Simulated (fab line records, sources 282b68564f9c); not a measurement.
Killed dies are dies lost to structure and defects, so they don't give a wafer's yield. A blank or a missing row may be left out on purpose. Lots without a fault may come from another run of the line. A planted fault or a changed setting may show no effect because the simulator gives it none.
Split-lot experiment | flow rit_cmos | 5 lots, 23 wafers read, on a route of 202 steps

THE SPLIT
At RIT_M1_SPUTTER_00 (material Al, target thk 400 nm, time 500 s), the setting power_w was moved away from the recipe's 2000 W on 9 of the 23 wafers read, by -6.2% to +9.2%. The other wafers ran this setting at the recipe's value.

FROM THE SPLIT TO THE READING: what the file shows between them, 1 step
- RIT_M1_RS_MEAS_01: measures by four-point-probe

THE READING
M1_AL_THK, in nm, at RIT_M1_THK_MEAS_02 (measures by xrf). Fault-free wafers of this fab line usually give 406 nm, standard deviation 4.5 nm.

wafer  | tool, chamber at the split | power_w as run, W | against the recipe | M1_AL_THK, nm | against lot-mates on the recipe
L074.1 | pvd_sputter-01, -          | 2000              | recipe             | 411           | -
L074.4 | pvd_sputter-01, -          | 2000              | recipe             | 411           | -
L074.5 | pvd_sputter-01, -          | 2000              | recipe             | 412           | -
L076.1 | pvd_sputter-01, -          | 1876              | -6.2%              | 390           | -22
L076.2 | pvd_sputter-01, -          | 1876              | -6.2%              | 389           | -23
L076.4 | pvd_sputter-01, -          | 2000              | recipe             | 413           | -
L076.5 | pvd_sputter-01, -          | 2000              | recipe             | 411           | -
L076.6 | pvd_sputter-01, -          | 1876              | -6.2%              | 388           | -24
L077.1 | pvd_sputter-03, -          | 2000              | recipe             | 401           | -
L077.3 | pvd_sputter-03, -          | 2000              | recipe             | 406           | -
L077.4 | pvd_sputter-03, -          | 2000              | recipe             | 405           | -
L077.5 | pvd_sputter-03, -          | 2000              | recipe             | 408           | -
L077.6 | pvd_sputter-03, -          | 2000              | recipe             | 406           | -
L081.1 | pvd_sputter-03, -          | 2118              | +5.9%              | 432           | +29
L081.2 | pvd_sputter-03, -          | 2000              | recipe             | 407           | -
L081.4 | pvd_sputter-03, -          | 2118              | +5.9%              | 427           | +24
L081.5 | pvd_sputter-03, -          | 2118              | +5.9%              | 425           | +22
L081.6 | pvd_sputter-03, -          | 2000              | recipe             | 399           | -
L083.1 | pvd_sputter-03, -          | 2000              | recipe             | 400           | -
L083.3 | pvd_sputter-03, -          | 2000              | recipe             | 398           | -
L083.4 | pvd_sputter-03, -          | 2184              | +9.2%              | 437           | +38
L083.5 | pvd_sputter-03, -          | 2184              | +9.2%              | 440           | +41
L083.6 | pvd_sputter-03, -          | 2184              | +9.2%              | 441           | +42

THE FIT
A straight line over all 23 wafers: M1_AL_THK changes by +3.36 nm for each +1% of power_w; r = +0.96; the points scatter about the line by 4.4 nm.
The same after taking each lot's own level away (the mean of its wafers on the recipe; 23 wafers): +4.15 nm for each +1%; r = +0.99; scatter 2.4 nm.
On that fit, the largest move of power_w shifts the reading by 38 nm.
The lots' own levels span 399.0 to 412.0 nm, that is 2.9 times the standard deviation above.
So the lot-to-lot level changes the slope: the two fits differ.
Check: with one of the wafers moved furthest among these (+9.2%) left out of the fit, the line predicts +39.1 nm for it against its lot-mates. It came out at +38 nm against them.

OTHER SPLITS ON THESE WAFERS
These wafers also went through other splits before the reading. Each is held against what the fit with the lots' levels taken away leaves over:
other split on the same wafers        | wafers away from the commonest value | r with M1_AL_THK (lot level and that fit taken away)
RIT_PLDD_IMPLANT_08 energy_kev        | 7                                    | -0.10
RIT_SPACER_ETCHBACK_05 time_s         | 7                                    | -0.14
RIT_PSD_IMPLANT_08 energy_kev         | 7                                    | +0.17
RIT_CONTACT_COAT_03 resist_thk_nm     | 10                                   | +0.12
RIT_CONTACT_DEVELOP_07 develop_time_s | 9                                    | -0.20

THE WHOLE CHAIN: every reading that the file lists as answering this split, in the file's order
step               | what it does                               | reading                                                                     | change (the file's fit)               | r (the file's)
RIT_M1_SPUTTER_00  | material Al, target thk 400 nm, time 500 s | Al_of_M1_SPUTTER_00.thk_nm (the simulator's own value, which no gauge read) | +4.26 nm for each +1% of the setting  | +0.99
RIT_M1_RS_MEAS_01  | measures by four-point-probe               | M1_AL_RS                                                                    | -0.000756 for each +1% of the setting | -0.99
RIT_M1_THK_MEAS_02 | measures by xrf                            | M1_AL_THK                                                                   | +4.22 for each +1% of the setting     | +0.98

THE FILE'S OWN FIT
M1_AL_THK changes by +4.22 nm for each +1% of power_w, r = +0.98.
